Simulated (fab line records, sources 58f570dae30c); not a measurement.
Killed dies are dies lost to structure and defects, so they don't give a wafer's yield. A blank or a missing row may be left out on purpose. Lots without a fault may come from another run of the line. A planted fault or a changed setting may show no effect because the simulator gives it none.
Which tool did it? | flow berkeley_cmos170 | 14 lots, 42 wafers sampled, at 4 steps of a route of 331

WHAT THE GAUGES READ, wafer by wafer
UCB170_START_BOW_MEAS_00.
lot  | measured    | on            | INCOMING_BOW (um)
L200 | day 1 10:02 | film_metro-02 | 8 4 -4
L203 | day 2 01:01 | film_metro-02 | -6 6 3
L204 | day 2 06:00 | film_metro-03 | -8 -14 -14
L205 | day 2 11:02 | film_metro-02 | 4 -14 -10
L207 | day 2 21:02 | film_metro-01 | 11 9 -2
L208 | day 3 02:02 | film_metro-02 | 2 3 -17
L212 | day 3 22:01 | film_metro-01 | -6 1 -11
L215 | day 4 13:00 | film_metro-01 | -1 7 -14
L217 | day 4 23:00 | film_metro-03 | 1 -1 -8
L218 | day 5 04:00 | film_metro-02 | -1 -3 4
L219 | day 5 09:01 | film_metro-01 | -9 7 0
L220 | day 5 14:00 | film_metro-03 | -11 1 3
L222 | day 6 00:00 | film_metro-01 | -8 3 -18
L223 | day 6 05:00 | film_metro-03 | -5 6 9

UCB170_PWELL_TW_MEAS_17.
lot  | measured    | on            | PWELL_TW
L200 | day 3 06:57 | film_metro-03 | 373.5 375.4 373.0
L203 | day 4 00:26 | film_metro-01 | 378.2 377.8 378.5
L204 | day 4 00:26 | film_metro-04 | 374.8 372.5 375.6
L205 | day 4 11:47 | film_metro-04 | 371.0 369.9 370.7
L207 | day 4 20:01 | film_metro-03 | 376.7 375.7 376.1
L208 | day 4 20:13 | film_metro-04 | 372.7 373.2 374.6
L212 | day 5 23:36 | film_metro-01 | 375.2 376.9 375.6
L215 | day 6 10:47 | film_metro-03 | 376.4 374.5 375.2
L217 | day 6 23:47 | film_metro-04 | 373.1 373.5 373.3
L218 | day 7 04:24 | film_metro-03 | 373.6 376.9 374.8
L219 | day 7 04:08 | film_metro-03 | 376.8 375.2 374.6
L220 | day 7 10:15 | film_metro-04 | 377.0 375.9 377.6
L222 | day 7 23:44 | film_metro-04 | 377.2 378.7 377.7
L223 | day 7 23:49 | film_metro-01 | 371.3 373.3 372.4

WHICH TOOL RAN EACH LOT (tool, then ch and the chambers of the sampled wafers, then the start)
lot  | UCB170_PWELL_DEVELOP_12          | UCB170_PWELL_STRIP_16
L200 | litho_track-04 ch 0, day 3 06:00 | plasma_asher-01 ch 0,1, day 3 06:52
L203 | litho_track-01 ch 0, day 3 23:00 | plasma_asher-03 ch 0,1, day 4 00:20
L204 | litho_track-04 ch 0, day 3 23:00 | plasma_asher-01 ch 0,1, day 4 00:20
L205 | litho_track-01 ch 0, day 4 11:00 | plasma_asher-01 ch 0,1, day 4 11:41
L207 | litho_track-01 ch 0, day 4 19:00 | plasma_asher-03 ch 0,1, day 4 19:55
L208 | litho_track-04 ch 0, day 4 19:00 | plasma_asher-03 ch 0,1, day 4 20:08
L212 | litho_track-04 ch 0, day 5 23:00 | plasma_asher-02 ch 0,1, day 5 23:29
L215 | litho_track-04 ch 0, day 6 10:00 | plasma_asher-01 ch 0,1, day 6 10:41
L217 | litho_track-01 ch 0, day 6 23:00 | plasma_asher-02 ch 0, day 6 23:41
L218 | litho_track-02 ch 0, day 7 03:00 | plasma_asher-02 ch 0,1, day 7 04:18
L219 | litho_track-02 ch 0, day 7 03:00 | plasma_asher-03 ch 0,1, day 7 04:02
L220 | litho_track-01 ch 0, day 7 09:00 | plasma_asher-01 ch 1, day 7 10:09
L222 | litho_track-02 ch 0, day 7 23:00 | plasma_asher-03 ch 0,1, day 7 23:38
L223 | litho_track-01 ch 0, day 7 23:00 | plasma_asher-01 ch 0, day 7 23:43
- UCB170_PWELL_DEVELOP_12: develop time 45 s.
- UCB170_PWELL_STRIP_16: strips in O2.

WHAT THE TOOLS THEMSELVES READ (means of the sampled wafers that have a number; where no wafer has one, the mark that the record gives instead)
UCB170_PWELL_DEVELOP_12.
lot  | tool           | developer_temp_C (C)
L200 | litho_track-04 | 20.95
L203 | litho_track-01 | 21.05
L204 | litho_track-04 | 20.88
L205 | litho_track-01 | 20.91
L207 | litho_track-01 | 21.04
L208 | litho_track-04 | 21.00
L212 | litho_track-04 | 21.84
L215 | litho_track-04 | 21.71
L217 | litho_track-01 | 20.91
L218 | litho_track-02 | 21.02
L219 | litho_track-02 | 20.90
L220 | litho_track-01 | 21.10
L222 | litho_track-02 | 21.03
L223 | litho_track-01 | 20.97

UCB170_PWELL_STRIP_16.
lot  | tool            | drypump_motor_current_A (A) | oes_product_au (a.u.) | strip_time_to_endpoint_s (s)
L200 | plasma_asher-01 | 5.6                         | 0.722                 | 18.09
L203 | plasma_asher-03 | 5.6                         | 0.719                 | 18.09
L204 | plasma_asher-01 | 5.7                         | 0.719                 | 18.07
L205 | plasma_asher-01 | 5.6                         | 0.728                 | 18.04
L207 | plasma_asher-03 | 5.7                         | 0.719                 | 17.94
L208 | plasma_asher-03 | 5.7                         | 0.725                 | 17.90
L212 | plasma_asher-02 | 5.7                         | 0.721                 | 18.14
L215 | plasma_asher-01 | 5.6                         | 0.722                 | 18.21
L217 | plasma_asher-02 | 6.2                         | 0.717                 | 18.02
L218 | plasma_asher-02 | 6.0                         | 0.719                 | 18.06
L219 | plasma_asher-03 | 6.0                         | 0.720                 | 17.99
L220 | plasma_asher-01 | 5.7                         | 0.726                 | 18.04
L222 | plasma_asher-03 | 5.7                         | 0.721                 | 18.10
L223 | plasma_asher-01 | 5.5                         | 0.725                 | 18.17

THE ANSWER, worked out from the rows above alone
Rule: what is usual is taken from the lots themselves. Put in order of their means at a reading, lots are off if they are a third of the lots or fewer, leave a main group of 4 or more, and stand apart from it by a gap of 3 or more times the standard deviation of the main group's means; of several such gaps the widest counts. A main group whose means are all the same, to the digits that the tables above print for the reading, isn't used. A lot without any number at a reading at which 4 lots or more have one is off too. The other lots that the step has rows for count as sound. The gauges are gone through in route order, then the tools' own readings, and for those a lot's mean is taken as printed above. The first step at which some lot is off is used, and at that step the reading that is off furthest; a lot without a number counts as furthest.
Off: L212, L215, at UCB170_PWELL_DEVELOP_12 (developer_temp_C). The main group: mean 20.98 C, standard deviation 0.067.
A tool fits if, at that step or a process step before it, it ran every lot that is off, and no sound lot after the first of them. One fits: litho_track-04 at UCB170_PWELL_DEVELOP_12. Its last sound lot is L208 (day 4 19:00), its first lot that is off L212 (day 5 23:00): a fault that began between those two fits.
The tool's own readings at UCB170_PWELL_DEVELOP_12 bear it out: on the lots that are off they differ by more than 5 times the standard deviation of the sound lots' means. developer_temp_C reads 21.77 C there against 20.98 C on the sound lots.

WHAT THE SIMULATOR HAD PUT IN
Process parameter drift: litho_track-04, from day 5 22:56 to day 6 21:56, at UCB170_PWELL_DEVELOP_12. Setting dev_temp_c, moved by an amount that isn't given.
Lots struck among those shown: L212, L215. The rule above found the same.
